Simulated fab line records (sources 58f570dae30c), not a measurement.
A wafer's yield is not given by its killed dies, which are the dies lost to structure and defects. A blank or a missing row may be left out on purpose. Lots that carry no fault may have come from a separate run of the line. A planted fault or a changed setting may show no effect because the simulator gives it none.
What tool caused it? ; flow berkeleyCmos170 ; Sampling: 15 lots, 45 wafers, 3 of 331 route steps

== WHAT THE GAUGES READ, wafer by wafer ==
UCB170_M2_RS_MEAS_02: measures by four-point-probe. Usual: M2_AL_RS 0.0322 ohm/sq, standard deviation 0.00037.
lot;measured;on;M2_AL_RS (ohm/sq);flag
L300;day 7 10:40;filmMetro-02;0.0318 0.0324 0.0322;
L301;day 7 10:54;filmMetro-03;0.0322 0.0326 0.0322;
L304;day 8 01:17;filmMetro-01;0.0320 0.0323 0.0320;
L305;day 8 01:31;filmMetro-02;0.0321 0.0321 0.0320;
L308;day 8 19:37;filmMetro-01;0.0325 0.0325 0.0326;
L310;day 9 06:41;filmMetro-02;0.0323 0.0327 0.0321;
L312;day 9 17:41;filmMetro-01;0.0330 0.0323 0.0321;
L311;day 9 17:58;filmMetro-02;0.0323 0.0325 0.0330;
L314;day 10 10:31;filmMetro-02;0.0324 0.0320 0.0336;
L315;day 10 13:10;filmMetro-02;0.0317 0.0321 0.0324;
L316;day 10 13:26;filmMetro-01;0.0341 0.0326 0.0325;
L317;day 11 01:04;filmMetro-01;0.0322 0.0338 0.0323;
L319;day 11 11:26;filmMetro-03;0.0321 0.0316 0.0323;
L320;day 11 21:20;filmMetro-01;0.0316 0.0314 0.0324;
L322;day 12 09:52;filmMetro-03;0.0323 0.0319 0.0323;

UCB170_M2_THK_MEAS_03: measures by xrf. Usual: M2_AL_THK 913 nm, standard deviation 11.
lot;measured;on;M2_AL_THK (nm);flag
L300;day 7 10:46;filmMetro-02;928 913 920;
L301;day 7 11:01;filmMetro-03;907 894 905;
L304;day 8 01:24;filmMetro-01;916 908 921;
L305;day 8 01:38;filmMetro-02;921 919 925;
L308;day 8 19:44;filmMetro-01;909 903 897;
L310;day 9 06:48;filmMetro-02;912 900 915;
L312;day 9 17:48;filmMetro-01;889 906 912;
L311;day 9 18:05;filmMetro-02;913 906 895;
L314;day 10 10:37;filmMetro-02;911 920 879;
L315;day 10 13:17;filmMetro-02;926 921 909;
L316;day 10 13:33;filmMetro-01;861 894 904;
L317;day 11 01:10;filmMetro-01;917 871 907;
L319;day 11 11:33;filmMetro-03;910 921 904;
L320;day 11 21:28;filmMetro-01;923 930 907;
L322;day 12 09:58;filmMetro-03;909 921 906;

== TOOL THAT RAN EACH LOT (tool first, then ch and the chambers of the sampled wafers, then the start) ==
lot;UCB170_M2_SPUTTER_01
L300;pvdSputter-03, day 7 10:33
L301;pvdSputter-01, day 7 10:49
L304;pvdSputter-03, day 8 01:11
L305;pvdSputter-02, day 8 01:26
L308;pvdSputter-01, day 8 19:31
L310;pvdSputter-03, day 9 06:35
L312;pvdSputter-01, day 9 17:36
L311;pvdSputter-03, day 9 17:52
L314;pvdSputter-03, day 10 10:25
L315;pvdSputter-02, day 10 13:04
L316;pvdSputter-03, day 10 13:20
L317;pvdSputter-03, day 11 00:56
L319;pvdSputter-01, day 11 11:21
L320;pvdSputter-01, day 11 21:16
L322;pvdSputter-02, day 12 09:45
- UCB170_M2_SPUTTER_01: material Al, target thk 900 nm, time 120 s.

== WHAT THE TOOLS THEMSELVES READ (means of the sampled wafers that have a number; where no wafer has one, the mark that the record gives instead) ==
UCB170_M2_SPUTTER_01. Usual: 30.4 % for throttleValvePct, sd 1.2.
lot;tool;throttleValvePct (%);flag
L300;pvdSputter-03;30.7;
L301;pvdSputter-01;29.3;
L304;pvdSputter-03;30.8;
L305;pvdSputter-02;30.4;
L308;pvdSputter-01;30.1;
L310;pvdSputter-03;32.2;
L312;pvdSputter-01;29.5;
L311;pvdSputter-03;30.9;
L314;pvdSputter-03;31.4;
L315;pvdSputter-02;29.8;
L316;pvdSputter-03;31.6;
L317;pvdSputter-03;31.4;
L319;pvdSputter-01;29.7;
L320;pvdSputter-01;29.4;
L322;pvdSputter-02;29.4;

== THE ANSWER, worked out from the rows above alone ==
Rule: take the mean of a lot's wafers that have a number; if it is more than 3 standard deviations from the usual mean, the lot is off. A lot without any number at a reading at which 4 lots or more have one is off too. Any other lot the step has rows for is counted as sound. After the gauges, taken in route order, come the tools' own readings; for these a lot's mean is taken, as printed above. The first step at which some lot is off is used, and at that step the reading that is off furthest; a lot without a number counts as furthest.
No lot is off at any reading shown: from this, nothing can be told.

== WHAT WAS PUT IN BY THE SIMULATOR ==
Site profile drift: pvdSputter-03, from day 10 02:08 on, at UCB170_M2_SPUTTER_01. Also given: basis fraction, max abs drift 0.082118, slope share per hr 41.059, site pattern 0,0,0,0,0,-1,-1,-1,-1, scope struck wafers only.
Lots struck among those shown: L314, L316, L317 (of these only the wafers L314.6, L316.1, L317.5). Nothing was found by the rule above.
